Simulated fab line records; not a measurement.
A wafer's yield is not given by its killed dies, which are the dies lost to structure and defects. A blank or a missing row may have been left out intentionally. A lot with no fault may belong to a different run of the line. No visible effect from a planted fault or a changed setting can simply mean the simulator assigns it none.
Which tool did it? ; flow rit cmos ; 36 wafers from 12 lots sampled at 2 of the route's 202 steps

== WHAT THE GAUGES READ, wafer by wafer ==
RIT_CONTACT_CD_MEAS_08 targets a cd of 1000 nm.
lot;measured;on;cd nm (nm)
L245;day 3 09:08;cd sem-02;997.6 997.7 998.0
L246;day 3 13:19;cd sem-02;998.3 998.8 999.4
L247;day 3 20:00;cd sem-02;1003.1 1001.7 1002.4
L248;day 4 03:35;cd sem-02;1000.4 1002.6 1002.0
L249;day 4 13:14;cd sem-01;1001.9 1001.2 1003.2
L251;day 4 14:58;cd sem-02;1000.4 1002.5 1000.7
L255;day 5 11:16;cd sem-01;1006.3 1008.1 1005.2
L259;day 6 06:37;cd sem-01;1010.8 1016.7 1011.7
L261;day 6 13:41;cd sem-02;996.9 997.8 999.5
L263;day 7 04:26;cd sem-01;998.7 1000.7 1000.7
L264;day 7 07:26;cd sem-02;996.2 997.3 1000.1
L267;day 7 23:35;cd sem-02;997.1 998.2 998.2

== EACH LOT AND THE TOOL THAT RAN IT (in order: tool; ch and the chambers of the sampled wafers; start) ==
lot;RIT_CONTACT_EXPOSE_05
L245;iline stepper-01 ch 0, day 3 08:27
L246;iline stepper-02 ch 0, day 3 12:48
L247;iline stepper-01 ch 0, day 3 19:26
L248;iline stepper-01 ch 0, day 4 03:04
L249;iline stepper-01 ch 0, day 4 12:43
L251;iline stepper-01 ch 0, day 4 14:26
L255;iline stepper-01 ch 0, day 5 10:37
L259;iline stepper-01 ch 0, day 6 06:04
L261;iline stepper-02 ch 0, day 6 13:10
L263;iline stepper-02 ch 0, day 7 03:55
L264;iline stepper-02 ch 0, day 7 06:55
L267;iline stepper-02 ch 0, day 7 23:04
- RIT_CONTACT_EXPOSE_05: exposes mask M11, target cd 1000 nm.

== AS READ BY THE TOOLS THEMSELVES (means over the sampled wafers that have a number; for cases with no such wafer, the mark the record gives instead) ==
RIT_CONTACT_EXPOSE_05.
lot;tool;exposure dose mJ cm2
L245;iline stepper-01;250.02
L246;iline stepper-02;249.84
L247;iline stepper-01;250.16
L248;iline stepper-01;250.13
L249;iline stepper-01;249.99
L251;iline stepper-01;250.03
L255;iline stepper-01;250.32
L259;iline stepper-01;246.76
L261;iline stepper-02;249.79
L263;iline stepper-02;249.76
L264;iline stepper-02;249.69
L267;iline stepper-02;249.88

== THE ANSWER, worked out from the rows above alone ==
Rule: usual is defined by the lots themselves. Put in order of their means at a reading, lots are off if they are a third of the lots or fewer, leave a main group of 4 or more, and stand apart from it by a gap of 3 or more times the standard deviation of the main group's means; of several such gaps the widest counts. A main group whose means are all the same, to the digits that the tables above print for the reading, isn't used. A lot without any number at a reading at which 4 lots or more have one is off too. All remaining lots with rows at the step are treated as sound. Order of review: gauges by route order, followed by the tools' own readings, for which a lot's mean as printed above is used. The first step at which some lot is off is used, and at that step the reading that is off furthest; a lot without a number counts as furthest.
Off: L259 (RIT_CONTACT_EXPOSE_05, exposure dose mJ cm2). Mean 249.96 and standard deviation 0.18 in the main group.
A tool fits if, at that step or a process step before it, it ran every lot that is off, and no sound lot after the first of them. One fits: RIT_CONTACT_EXPOSE_05 on iline stepper-01. Its last sound lot is L255 (day 5 10:37), its first lot that is off L259 (day 6 06:04): a fault that began between those two fits.
The tool's own readings at RIT_CONTACT_EXPOSE_05 bear it out: on the lots that are off they differ by more than 5 times the standard deviation of the sound lots' means. exposure dose mJ cm2 reads 246.76 there against 249.96 on the sound lots.

== WHAT THE SIMULATOR HAD INSERTED ==
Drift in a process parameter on iline stepper-01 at RIT_CONTACT_EXPOSE_05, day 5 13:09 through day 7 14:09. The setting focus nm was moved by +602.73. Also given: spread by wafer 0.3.
Lots struck among those shown: L259. The rule given above showed the same thing.
